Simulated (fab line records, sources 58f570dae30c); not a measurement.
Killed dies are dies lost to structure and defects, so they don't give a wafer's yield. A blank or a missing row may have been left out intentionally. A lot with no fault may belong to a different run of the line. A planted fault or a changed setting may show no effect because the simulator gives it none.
Which tool was responsible? | flow berkeleyCmos170 | 13 lots, 39 wafers sampled, at 6 steps of a route of 331

## WHAT THE GAUGES SHOWED, per wafer
UCB170_M2_CD_MEAS_90 targets a cd of 700 nm. Usual: 702 nm for cdNm, sd 4.3.
lot  | measured     | on       | cdNm (nm)   | flag
L187 | day 9 00:32  | cdSem-02 | 702 702 704 | 
L189 | day 9 01:16  | cdSem-02 | 703 700 703 | 
L188 | day 9 02:23  | cdSem-01 | 710 706 708 | 
L190 | day 9 15:09  | cdSem-01 | 705 699 700 | 
L193 | day 10 02:35 | cdSem-01 | 699 694 696 | 
L195 | day 10 18:19 | cdSem-02 | 707 707 707 | 
L198 | day 10 18:09 | cdSem-02 | 705 701 703 | 
L199 | day 11 04:03 | cdSem-01 | 719 720 700 | 
L202 | day 12 03:41 | cdSem-01 | 699 700 706 | 
L203 | day 12 04:56 | cdSem-02 | 698 699 710 | 
L206 | day 13 03:21 | cdSem-01 | 705 705 698 | 
L208 | day 13 11:14 | cdSem-02 | 701 704 703 | 
L207 | day 13 16:15 | cdSem-01 | 706 710 709 | 

UCB170_V2_CD_MEAS_12 targets a cd of 700 nm. Usual: 699.4 nm for cdNm, sd 1.6.
lot  | measured     | on       | cdNm (nm)         | flag
L187 | day 9 02:47  | cdSem-02 | 699.4 699.5 698.7 | 
L189 | day 9 03:30  | cdSem-01 | 700.1 700.4 700.2 | 
L188 | day 9 04:43  | cdSem-01 | 700.5 699.6 699.1 | 
L190 | day 9 16:59  | cdSem-02 | 698.9 698.8 698.9 | 
L193 | day 10 04:32 | cdSem-02 | 695.5 694.9 695.1 | 
L195 | day 10 21:28 | cdSem-02 | 699.7 698.7 697.7 | 
L198 | day 10 20:20 | cdSem-01 | 699.5 699.6 699.7 | 
L199 | day 11 06:05 | cdSem-02 | 699.7 698.5       | 
L202 | day 12 05:40 | cdSem-01 | 698.5 700.2 697.1 | 
L203 | day 12 06:54 | cdSem-01 | 698.1 698.0 697.5 | 
L206 | day 13 05:37 | cdSem-01 | 702.0 701.8 701.7 | 
L208 | day 13 13:43 | cdSem-02 | 701.2 698.9 700.1 | 
L207 | day 13 20:08 | cdSem-02 | 701.3 699.8 701.4 | 

## EACH LOT AND THE TOOL THAT RAN IT (in order: tool; ch and the chambers of the sampled wafers; start)
lot  | UCB170_V1_CVD_00                | UCB170_M2_STRIP_07                  | UCB170_M2_METAL_ETCH_18          | UCB170_M2_STRIP_19
L187 | pecvd-02 ch 0,1, day 8 16:10    | plasmaAsher-04 ch 0,1, day 8 22:35  | rieMetal-04 ch 0,1, day 9 00:16  | plasmaAsher-02 ch 0,1, day 9 00:26
L189 | pecvd-02 ch 0,1,2, day 8 16:19  | plasmaAsher-02 ch 1, day 8 22:53    | rieMetal-02 ch 0,1, day 9 00:59  | plasmaAsher-01 ch 0,1, day 9 01:10
L188 | pecvd-01 ch 0,1, day 8 17:29    | plasmaAsher-02 ch 0,1, day 8 23:49  | rieMetal-01 ch 1, day 9 01:59    | plasmaAsher-02 ch 0,1, day 9 02:16
L190 | pecvd-03 ch 0,1,2, day 9 09:36  | plasmaAsher-02 ch 0,1, day 9 13:05  | rieMetal-04 ch 0,1, day 9 14:46  | plasmaAsher-04 ch 0,1, day 9 14:56
L193 | pecvd-02 ch 1,2, day 9 19:54    | plasmaAsher-02 ch 0,1, day 10 00:38 | rieMetal-02 ch 0,1, day 10 02:17 | plasmaAsher-04 ch 0,1, day 10 02:29
L195 | pecvd-02 ch 1,2, day 10 11:59   | plasmaAsher-01 ch 0,1, day 10 15:31 | rieMetal-01 ch 0,1, day 10 18:01 | plasmaAsher-01 ch 0, day 10 18:12
L198 | pecvd-03 ch 1,2, day 10 11:59   | plasmaAsher-02 ch 0,1, day 10 15:22 | rieMetal-04 ch 0,1, day 10 17:52 | plasmaAsher-01 ch 0,1, day 10 18:03
L199 | pecvd-03 ch 1,2, day 10 22:55   | plasmaAsher-02 ch 0,1, day 11 02:19 | rieMetal-02 ch 0,1, day 11 03:46 | plasmaAsher-01 ch 0,1, day 11 03:57
L202 | pecvd-03 ch 0,1,2, day 11 22:41 | plasmaAsher-01 ch 0,1, day 12 01:50 | rieMetal-04 ch 0,1, day 12 03:24 | plasmaAsher-04 ch 0,1, day 12 03:34
L203 | pecvd-01 ch 0,2, day 11 23:57   | plasmaAsher-04 ch 0,1, day 12 02:59 | rieMetal-01 ch 0,1, day 12 04:26 | plasmaAsher-01 ch 0,1, day 12 04:37
L206 | pecvd-03 ch 0,1,2, day 12 17:49 | plasmaAsher-01 ch 0,1, day 12 21:47 | rieMetal-04 ch 0,1, day 13 03:04 | plasmaAsher-04 ch 0,1, day 13 03:14
L208 | pecvd-02 ch 0,1,2, day 13 05:38 | plasmaAsher-04 ch 0,1, day 13 09:22 | rieMetal-01 ch 0,1, day 13 10:58 | plasmaAsher-02 ch 0,1, day 13 11:08
L207 | pecvd-03 ch 1,2, day 13 10:27   | plasmaAsher-04 ch 0,1, day 13 14:08 | rieMetal-01 ch 0,1, day 13 15:58 | plasmaAsher-01 ch 0,1, day 13 16:09
- UCB170_V1_CVD_00: deposits SiO2 from TEOS/O2, target thk 2000 nm, time 250 s.
- UCB170_M2_STRIP_07: strips in O2.
- UCB170_M2_METAL_ETCH_18: etches Al in Cl2/BCl3, stops on SiO2, target depth 1170 nm, time 195 s.
- UCB170_M2_STRIP_19: strips in O2.

## WHAT THE TOOLS THEMSELVES READ (means of the sampled wafers that have a number; where no wafer has one, the mark that the record gives instead)
UCB170_V1_CVD_00. Usual: 251 W for heaterPowerW, sd 58.
lot  | tool     | heaterPowerW (W) | flag
L187 | pecvd-02 | 286              | 
L189 | pecvd-02 | 276              | 
L188 | pecvd-01 | 252              | 
L190 | pecvd-03 | 173              | 
L193 | pecvd-02 | 294              | 
L195 | pecvd-02 | 264              | 
L198 | pecvd-03 | 225              | 
L199 | pecvd-03 | 198              | 
L202 | pecvd-03 | 167              | 
L203 | pecvd-01 | 248              | 
L206 | pecvd-03 | 189              | 
L208 | pecvd-02 | 337              | 
L207 | pecvd-03 | 253              | 

UCB170_M2_STRIP_07. Usual: drypumpMotorCurrentA 5.69 A, standard deviation 0.29; oesProductAu 0.734 a.u., standard deviation 0.004; stripTimeToEndpointS 21.99 s, standard deviation 0.068.
lot  | tool           | drypumpMotorCurrentA (A) | oesProductAu (a.u.) | stripTimeToEndpointS (s) | flag
L187 | plasmaAsher-04 | 5.61                     | 0.731               | 21.94                    | 
L189 | plasmaAsher-02 | 5.88                     | 0.735               | 22.03                    | 
L188 | plasmaAsher-02 | 5.83                     | 0.732               | 22.07                    | 
L190 | plasmaAsher-02 | 5.84                     | 0.738               | 22.06                    | 
L193 | plasmaAsher-02 | 5.84                     | 0.734               | 21.98                    | 
L195 | plasmaAsher-01 | 5.79                     | 0.733               | 21.97                    | 
L198 | plasmaAsher-02 | 5.86                     | 0.734               | 21.99                    | 
L199 | plasmaAsher-02 | 5.84                     | 0.734               | 21.84                    | 
L202 | plasmaAsher-01 | 5.75                     | 0.734               | 22.02                    | 
L203 | plasmaAsher-04 | 5.32                     | 0.730               | 21.96                    | 
L206 | plasmaAsher-01 | 5.65                     | 0.734               | 22.01                    | 
L208 | plasmaAsher-04 | 5.63                     | 0.732               | 21.97                    | 
L207 | plasmaAsher-04 | 5.62                     | 0.733               | 22.09                    | 

UCB170_M2_METAL_ETCH_18. Usual: bcl3FlowSccm 44.98 sccm, standard deviation 0.13; drypumpMotorCurrentA 5.8 A, standard deviation 0.56; oesProductAu 0.855 a.u., standard deviation 0.016; throttleValvePct 24.11 %, standard deviation 0.25.
lot  | tool        | bcl3FlowSccm (sccm) | drypumpMotorCurrentA (A) | oesProductAu (a.u.) | throttleValvePct (%) | flag
L187 | rieMetal-04 | 44.96               | 6.2                      | 0.866               | 23.95                | 
L189 | rieMetal-02 | 44.99               | 6.3                      | 0.842               | 24.41                | 
L188 | rieMetal-01 | 44.89               | 5.6                      | 0.871               | 23.96                | 
L190 | rieMetal-04 | 45.04               | 6.2                      | 0.867               | 23.95                | 
L193 | rieMetal-02 | 45.01               | 6.2                      | 0.834               | 24.42                | 
L195 | rieMetal-01 | 44.89               | 5.3                      | 0.863               | 24.06                | 
L198 | rieMetal-04 | 44.86               | 5.6                      | 0.862               | 23.98                | 
L199 | rieMetal-02 | 45.23               | 6.2                      | 0.725               | 24.47                | OFF
L202 | rieMetal-04 | 44.89               | 6.2                      | 0.864               | 23.95                | 
L203 | rieMetal-01 | 44.95               | 5.3                      | 0.870               | 24.07                | 
L206 | rieMetal-04 | 44.96               | 5.6                      | 0.857               | 23.97                | 
L208 | rieMetal-01 | 44.96               | 5.5                      | 0.865               | 24.02                | 
L207 | rieMetal-01 | 44.93               | 5.5                      | 0.872               | 24.00                | 

UCB170_M2_STRIP_19. Usual: drypumpMotorCurrentA 5.6 A, standard deviation 0.33; oesProductAu 0.563 a.u., standard deviation 0.011.
lot  | tool           | drypumpMotorCurrentA (A) | oesProductAu (a.u.) | flag
L187 | plasmaAsher-02 | 5.9                      | 0.552               | 
L189 | plasmaAsher-01 | 5.7                      | 0.564               | 
L188 | plasmaAsher-02 | 5.9                      | 0.567               | 
L190 | plasmaAsher-04 | 5.6                      | 0.556               | 
L193 | plasmaAsher-04 | 5.6                      | 0.559               | 
L195 | plasmaAsher-01 | 5.6                      | 0.571               | 
L198 | plasmaAsher-01 | 5.7                      | 0.554               | 
L199 | plasmaAsher-01 | 5.7                      | 0.666               | OFF
L202 | plasmaAsher-04 | 5.6                      | 0.555               | 
L203 | plasmaAsher-01 | 5.7                      | 0.557               | 
L206 | plasmaAsher-04 | 5.6                      | 0.564               | 
L208 | plasmaAsher-02 | 5.9                      | 0.568               | 
L207 | plasmaAsher-01 | 5.7                      | 0.570               | 

## THE ANSWER, worked out from the rows above alone
Rule: lot off if the mean of its wafers having a number is beyond 3 standard deviations from the usual mean. A lot without any number at a reading at which 4 lots or more have one is off too. Any other lot the step has rows for is counted as sound. Order of review: gauges by route order, followed by the tools' own readings, for which a lot's mean as printed above is used. At the first step where some lot is off, the reading lying furthest off is the one used; lots without a number count as furthest.
Off at UCB170_M2_METAL_ETCH_18 (oesProductAu): L199.
A tool fits if, at that step or a process step before it, it ran every lot that is off, and no sound lot after the first of them. Undecided on this evidence; 2 tools fit (plasmaAsher-02 at UCB170_M2_STRIP_07, rieMetal-02 at UCB170_M2_METAL_ETCH_18).

## WHAT THE SIMULATOR PUT IN
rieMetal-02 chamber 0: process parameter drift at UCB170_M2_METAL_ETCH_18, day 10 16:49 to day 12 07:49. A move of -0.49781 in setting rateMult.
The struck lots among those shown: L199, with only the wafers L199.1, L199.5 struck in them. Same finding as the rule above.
